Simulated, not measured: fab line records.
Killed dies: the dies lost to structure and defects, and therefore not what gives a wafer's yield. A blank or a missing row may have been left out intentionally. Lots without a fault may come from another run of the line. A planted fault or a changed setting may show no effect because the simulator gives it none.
Which tool was responsible? :: flow berkeley_cmos170 :: Sampling: 6 lots, 18 wafers, 2 of 331 route steps

WHAT EACH GAUGE READ, for each wafer
UCB170_SPACER_THK_MEAS_01.
lot: L620
measured: day 8 15:22
on: film_metro-04
SPACER_TEOS_THK (nm): 371 375 378

lot: L622
measured: day 8 18:46
on: film_metro-03
SPACER_TEOS_THK (nm): 375 376 383

lot: L624
measured: day 9 15:14
on: film_metro-03
SPACER_TEOS_THK (nm): 372 373 374

lot: L634
measured: day 11 00:19
on: film_metro-04
SPACER_TEOS_THK (nm): 369 370 368

lot: L636
measured: day 11 01:01
on: film_metro-01
SPACER_TEOS_THK (nm): 377 382 382

lot: L640
measured: day 12 03:24
on: film_metro-04
SPACER_TEOS_THK (nm): 372 366 373

WHAT TOOL EACH LOT RAN ON (gives the tool, then ch and the chambers of the sampled wafers, and finally the start)
lot: L620
UCB170_ACTIVE_CLEAN_17: wet_bench-04 ch 3, day 6 00:07

lot: L622
UCB170_ACTIVE_CLEAN_17: wet_bench-02 ch 2, day 6 08:22

lot: L624
UCB170_ACTIVE_CLEAN_17: wet_bench-04 ch 2, day 6 17:17

lot: L634
UCB170_ACTIVE_CLEAN_17: wet_bench-01 ch 0, day 8 09:46

lot: L636
UCB170_ACTIVE_CLEAN_17: wet_bench-01 ch 1, day 8 09:46

lot: L640
UCB170_ACTIVE_CLEAN_17: wet_bench-01 ch 0, day 9 10:50
- UCB170_ACTIVE_CLEAN_17: cleans in SPM, time 600 s.

THE ANSWER, worked out from the rows above alone
Rule: the lots themselves supply what counts as usual. Put in order of their means at a reading, lots are off if they are a third of the lots or fewer, leave a main group of 4 or more, and stand apart from it by a gap of 3 or more times the standard deviation of the main group's means; of several such gaps the widest counts. A main group whose means are all the same, to the digits that the tables above print for the reading, isn't used. Also off: a lot with no number at a reading for which 4 or more lots have one. Where the step has rows for the other lots, those lots are counted as sound.
Nothing can be told from this: no lot is off at any reading shown.

WHAT THE SIMULATOR HAD INSERTED
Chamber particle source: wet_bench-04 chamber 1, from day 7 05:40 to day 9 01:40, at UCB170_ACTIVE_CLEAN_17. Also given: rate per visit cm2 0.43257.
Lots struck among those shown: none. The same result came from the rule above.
